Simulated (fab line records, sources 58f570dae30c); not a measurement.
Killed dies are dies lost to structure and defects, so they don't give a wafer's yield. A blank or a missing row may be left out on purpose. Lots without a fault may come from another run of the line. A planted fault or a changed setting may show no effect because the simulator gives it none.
fab line records | flow berkeley_cmos170
record lots=13 wafers=39 last_day=12
route steps=331 shown NLDD@165 V2@292
lots that met no fault: from a run of the same line without faults
start_h: hours from the record's first day to the start of the lot's first wafer shown | wait_h: hours since the lot's step before | " the same as in the row above | L1.1+2: a row that stands for several wafers | - no value, or no start given | * or withheld: withheld | < > ~ a bound
route shown NAME@n: a module of which the file shows steps, and the number in the route of the first | usual: mean/standard deviation of fault-free wafers | same: alike in all rows | chamber/n: place in a boat | sites: the reading at each site | _std_site: their standard deviation | _edge_site: outer sites' mean less inner sites' | radius_mm: how far each site lies from the wafer's centre | mask NAME#n: copy n | behind: the tool/chamber that last shaped the wafer | hold: why the lot was held/for how many hours/how that ended | device: the transistor (n, p or np) that didn't switch | end of line: the same wafers' tests at the end of the route | a step without rows: its recipe alone | killed: dies lost to structure and defects at the first sort, not the wafer's yield | map: a wafer's dies, x killed, . not, _ none there
set.NAME: the setting as run; set.NAME@STEP: as run at that earlier step | model.NAME: the simulator's own value behind a step, which no gauge read
steps of the route over a sample of lots; a table a step, a row a wafer
services: from which hour (start_h, from the record's first day; less than 0 if before it) a tool's chamber was out of use, for how many hours, and why
## steps
# step UCB170_NLDD_OVL_MEAS_07
# usual NLDD_OVL=3/5.7
# columns lot.wafer tool chamber start_h wait_h NLDD_OVL[nm]
L103.1 overlay-01 - 137.39 0.1 2
L103.2 " - " " -2
L103.6 " - " " -2
L102.2 overlay-02 - 137.63 0.1 7
L102.5 " - " " 9
L102.6 " - " " 6
L104.3 overlay-02 - 138.19 0.1 0
L104.4 " - " " 4
L104.6 " - " " 11
L106.1 overlay-02 - 152.12 0.1 6
L106.3 " - " " 7
L106.5 " - " " 10
L105.2 overlay-02 - 152.61 0.1 4
L105.3 " - " " 1
L105.4 " - " " -1
L110.2 overlay-01 - 179.20 0.1 -3
L110.4 " - " " -1
L110.6 " - " " 0
L115.1 overlay-01 - 204.16 0.1 2
L115.4 " - " " 10
L115.5 " - " " -1
L118.2 overlay-01 - 210.12 0.1 8
L118.5 " - " " 4
L118.6 " - " " 7
L117.1 overlay-02 - 210.21 0.1 -7
L117.3 " - " " -7
L117.5 " - " " -2
L119.1 overlay-02 - 217.10 0.1 1
L119.3 " - " " -5
L119.4 " - " " 2
L121.1 overlay-01 - 217.37 0.1 16
L121.2 " - " " 11
L121.4 " - " " 11
L122.4 overlay-02 - 236.84 0.1 15
L122.5 " - " " 18
L122.6 " - " " 11
L123.2 overlay-02 - 248.63 0.1 -1
L123.4 " - " " -8
L123.5 " - " " 1
# step UCB170_V2_CVD_00
# recipe material=SiO2 target_thk_nm=2000 temp_c=390 precursor=TEOS/O2 time_s=250 rf_w=550 pressure_mtorr=9000
# usual heater_power_w=237/69
# columns lot.wafer tool chamber start_h wait_h heater_power_w
L102.2 pecvd-03 1 169.46 0.1 387
L102.5 " 2 " " 211
L102.6 " 1 " " 390
L103.1 pecvd-04 1 170.37 0.1 233
L103.2 " 2 " " 205
L103.6 " 2 " " 261
L104.3 pecvd-03 2 170.74 0.1 149
L104.4 " 1 " " 304
L104.6 " 1 " " 387
L105.2 pecvd-04 1 180.83 0.1 229
L105.3 " 2 " " 224
L105.4 " 1 " " 162
L106.1 pecvd-03 1 180.90 0.1 367
L106.3 " 2 " " 214
L106.5 " 1 " " 293
L110.2 pecvd-03 0 214.21 0.1 205
L110.4 " 0 " " 253
L110.6 " 1 " " 302
L115.1 pecvd-03 0 236.23 0.1 200
L115.4 " 1 " " 413
L115.5 " 0 " " 243
L117.1 pecvd-04 0 236.65 0.1 217
L117.3 " 1 " " 179
L117.5 " 1 " " 229
L118.2 pecvd-02 2 243.15 0.2 139
L118.5 " 2 " " 205
L118.6 " 2 " " 136
L119.1 pecvd-04 0 243.70 0.1 215
L119.3 " 2 " " 217
L119.4 " 0 " " 261
L121.1 pecvd-02 1 245.64 0.1 274
L121.2 " 2 " " 205
L121.4 " 2 " " 136
L122.4 pecvd-02 1 270.29 0.1 344
L122.5 " 1 " " 245
L122.6 " 0 " " 318
L123.2 pecvd-04 0 278.82 0.1 243
L123.4 " 0 " " 178
L123.5 " 2 " " 187
# step UCB170_V2_THK_MEAS_01
# recipe reads=SiO2_of_V2_CVD_00
# usual V2_TEOS_THK=2007/25
# columns lot.wafer tool chamber start_h wait_h V2_TEOS_THK[nm]
L102.2 film_metro-01 - 169.70 0.2 1934
L102.5 " - " " 1974
L102.6 " - " " 1971
L103.1 film_metro-01 - 170.53 0.1 2007
L103.2 " - " " 1974
L103.6 " - " " 2026
L104.3 film_metro-01 - 170.91 0.1 2009
L104.4 " - " " 2030
L104.6 " - " " 2043
L105.2 film_metro-03 - 181.00 0.1 2003
L105.3 " - " " 2028
L105.4 " - " " 2035
L106.1 film_metro-02 - 181.06 0.1 1989
L106.3 " - " " 1988
L106.5 " - " " 2034
L110.2 film_metro-01 - 214.38 0.1 1983
L110.4 " - " " 2021
L110.6 " - " " 2038
L115.1 film_metro-02 - 236.38 0.1 1498
L115.4 " - " " 2034
L115.5 " - " " 1512
L117.1 film_metro-01 - 236.80 0.1 2000
L117.3 " - " " 1994
L117.5 " - " " 2047
L118.2 film_metro-02 - 243.55 0.3 2010
L118.5 " - " " 2003
L118.6 " - " " 2023
L119.1 film_metro-02 - 243.86 0.1 1997
L119.3 " - " " 1994
L119.4 " - " " 2013
L121.1 film_metro-01 - 245.87 0.2 2007
L121.2 " - " " 1988
L121.4 " - " " 2043
L122.4 film_metro-02 - 270.48 0.1 2061
L122.5 " - " " 2036
L122.6 " - " " 2051
L123.2 film_metro-03 - 279.01 0.1 1994
L123.4 " - " " 2042
L123.5 " - " " 2009
# step UCB170_V2_CMP_02
# recipe material=SiO2 down_force_psi=6 platen_rpm=60 pad_velocity_m_s=0.75398
# usual motor_current_A=16.0/1.2 platen_rpm=60.00/0.042
# columns lot.wafer tool chamber start_h wait_h motor_current_A platen_rpm
L102.2 cmp-02 3 169.85 0.1 14.6 60.04
L102.5 " 1 " " 16.2 60.02
L102.6 " 2 " " 16.4 60.05
L103.1 cmp-02 2 170.59 0.1 16.6 60.04
L103.2 " 0 " " 15.7 59.95
L103.6 " 3 " " 15.3 59.95
L104.4 cmp-01 2 171.00 0.1 18.1 60.04
L104.3 " 3 " " 14.0 60.01
L104.6 " 2 " " 17.2 60.06
L105.2 cmp-02 2 181.05 0.0 16.6 59.99
L105.3 " 3 " " 14.5 59.99
L105.4 " 1 " " 16.4 60.03
L106.1 cmp-01 3 181.12 0.1 14.1 59.98
L106.3 " 0 " " 15.4 59.98
L106.5 " 3 " " 13.9 59.98
L110.2 cmp-01 3 214.53 0.1 13.9 59.98
L110.4 " 0 " " 14.8 59.93
L110.6 " 1 " " 16.9 60.05
L115.4 cmp-02 1 236.44 0.0 17.1 59.91
L115.1 " 0 " " 15.9 60.03
L115.5 " 2 " " 17.5 59.97
L117.3 cmp-02 1 236.91 0.1 16.5 60.05
L117.1 " 2 " " 17.1 59.99
L117.5 " 0 " " 16.1 60.03
L118.2 cmp-02 3 243.75 0.2 14.9 59.99
L118.5 " 0 " " 16.2 60.01
L118.6 " 1 " " 17.1 60.09
L119.3 cmp-02 2 243.92 0.0 16.7 59.95
L119.4 " 0 " " 15.8 59.96
L119.1 " 1 " " 17.5 60.04
L121.1 cmp-01 2 245.93 0.1 17.3 60.00
L121.2 " 3 " " 12.9 59.87
L121.4 " 1 " " 15.3 60.00
L122.4 cmp-02 3 270.51 0.0 15.2 59.96
L122.6 " 3 " " 15.5 59.99
L122.5 " 0 " " 16.2 60.01
L123.4 cmp-02 0 279.06 0.0 15.6 60.00
L123.2 " 2 " " 17.3 60.01
L123.5 " 0 " " 15.9 60.02
# step UCB170_V2_ETCH_14
# recipe chemistry=CHF3/CF4/Ar target=SiO2 stop_on=Al CHF3_flow_sccm=45 cf4_flow_sccm=15 Ar_flow_sccm=150 pressure_mtorr=200 rf_w=700 target_depth_a=12500 over_etch_frac=0.25 time_s=291
# usual cf4_flow_sccm=15.00/0.045 drypump_motor_current_A=5.47/0.26 oes_product_au=0.881/0.013 throttle_valve_pct=7.00/0.13
# columns lot.wafer tool chamber start_h wait_h cf4_flow_sccm drypump_motor_current_A oes_product_au rf_hours_counter_h throttle_valve_pct
L102.2 rie_diel-03 1 172.50 0.0 15.00 5.38 0.874 21 7.11
L102.5 " 3 " " 15.03 5.34 0.856 - 7.13
L102.6 " 2 " " 15.01 5.93 0.903 - 7.04
L103.1 rie_diel-04 2 172.87 0.0 14.90 5.61 0.867 75 6.85
L103.2 " 0 " " 14.94 5.39 0.890 71 6.96
L103.6 " 3 " " 14.98 5.06 0.872 - 7.02
L104.3 rie_diel-03 3 173.42 0.0 14.92 5.35 0.875 50 7.10
L104.4 " 0 " " 14.99 5.81 0.864 136 6.77
L104.6 " 1 " " 15.04 5.37 0.894 - 7.10
L105.2 rie_diel-03 1 182.80 0.0 15.05 5.36 0.877 21 7.12
L105.3 " 0 " " 14.95 5.79 0.859 137 6.79
L105.4 " 2 " " 15.01 5.92 0.900 136 7.06
L106.1 rie_diel-04 1 183.04 0.0 15.05 5.58 0.884 126 7.15
L106.3 " 0 " " 15.01 5.42 0.902 71 6.97
L106.5 " 2 " " 15.01 5.59 0.868 - 6.83
L110.2 rie_diel-01 3 216.44 0.0 14.93 5.57 0.886 73 7.12
L110.4 " 2 " " 15.02 5.75 0.882 117 6.90
L110.6 " 1 " " 15.01 5.27 0.884 - 7.04
L115.1 rie_diel-04 0 238.22 0.0 14.95 5.40 0.900 75 6.98
L115.4 " 2 " " 15.04 5.60 0.877 - 6.82
L115.5 " 1 " " 15.06 5.56 0.887 - 7.17
L117.1 rie_diel-03 1 238.79 0.0 15.00 5.37 0.885 24 7.12
L117.3 " 3 " " 15.02 5.32 0.868 53 7.12
L117.5 " 3 " " 14.99 5.32 0.864 - 7.10
L118.2 rie_diel-01 0 245.75 0.0 14.97 4.93 0.881 42 6.86
L118.5 " 0 " " 15.04 4.93 0.875 - 6.86
L118.6 " 1 " " 15.01 5.25 0.896 - 7.03
L119.1 rie_diel-04 2 246.27 0.0 15.04 5.60 0.861 79 6.84
L119.3 " 0 " " 15.05 5.40 0.888 75 6.96
L119.4 " 1 " " 14.98 5.57 0.884 130 7.19
L121.1 rie_diel-01 2 247.94 0.0 15.01 5.76 0.879 119 6.93
L121.2 " 3 " " 14.97 5.54 0.885 75 7.12
L121.4 " 0 " " 15.02 4.92 0.883 - 6.86
L122.4 rie_diel-03 0 273.21 0.1 15.01 5.81 0.890 - 6.77
L122.5 " 1 " " 14.95 5.41 0.880 - 7.12
L122.6 " 3 " " 14.93 5.33 0.868 - 7.11
L123.2 rie_diel-03 3 280.93 0.0 14.96 5.33 0.871 55 7.12
L123.4 " 3 " " 14.89 5.30 0.863 - 7.13
L123.5 " 1 " " 15.00 5.32 0.881 - 7.11
## services
# columns tool chamber start_h hours kind
rie_diel-03 0 153.65 5.4 repair
cmp-02 - 159.20 9.4 repair
pecvd-03 0 169.37 6.3 repair
rie_diel-01 0 175.24 6.2 repair
pecvd-02 - 178.86 3.3 repair
pecvd-02 - 191.61 2.8 pm
cmp-02 - 197.57 6.2 pm
rie_diel-04 3 198.17 42.6 repair
rie_diel-03 - 221.34 0.3 repair
cmp-02 - 228.70 1.5 repair
rie_diel-03 3 231.53 5.3 repair
cmp-01 - 232.00 4.0 pm
pecvd-02 1 233.35 12.0 repair
cmp-01 - 236.00 5.7 pm
pecvd-02 0 240.09 28.9 repair
rie_diel-03 0 241.29 - clean
rie_diel-03 0 241.29 25.9 scheduled_down
rie_diel-03 0 241.29 25.9 vent_cycle
rie_diel-01 1 246.04 6.4 repair
rie_diel-03 - 249.81 0.5 repair
pecvd-02 2 253.80 30.3 repair
pecvd-04 2 259.54 2.8 repair
rie_diel-03 2 267.17 - clean
cmp-01 - 275.82 4.5 repair
## key
first_sign step=UCB170_V2_THK_MEAS_01 reading=V2_TEOS_THK direction=down sigmas=20 usual=2007 struck=1505
effect none on later readings
met_at UCB170_V2_CVD_00
struck_lots L115
struck_wafers L115.1,L115.5
sort_left_out L115.1,L115.5
not_acting_at UCB170_NLDD_OVL_MEAS_07,UCB170_V2_CMP_02,UCB170_V2_ETCH_14
onset_between 214.21 236.23
fault kind=process_parameter_drift tool=pecvd-03 chamber=0 onset_h=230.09 steps=UCB170_V2_CVD_00 channel=target_thk_nm offset=-469.44 shape=step end_h=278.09 acts_in=these_recipes_only stated=2000
# sort_left_out: the simulated sort isn't trusted on such a fault, so these wafers' sort isn't shown, and their yield isn't known
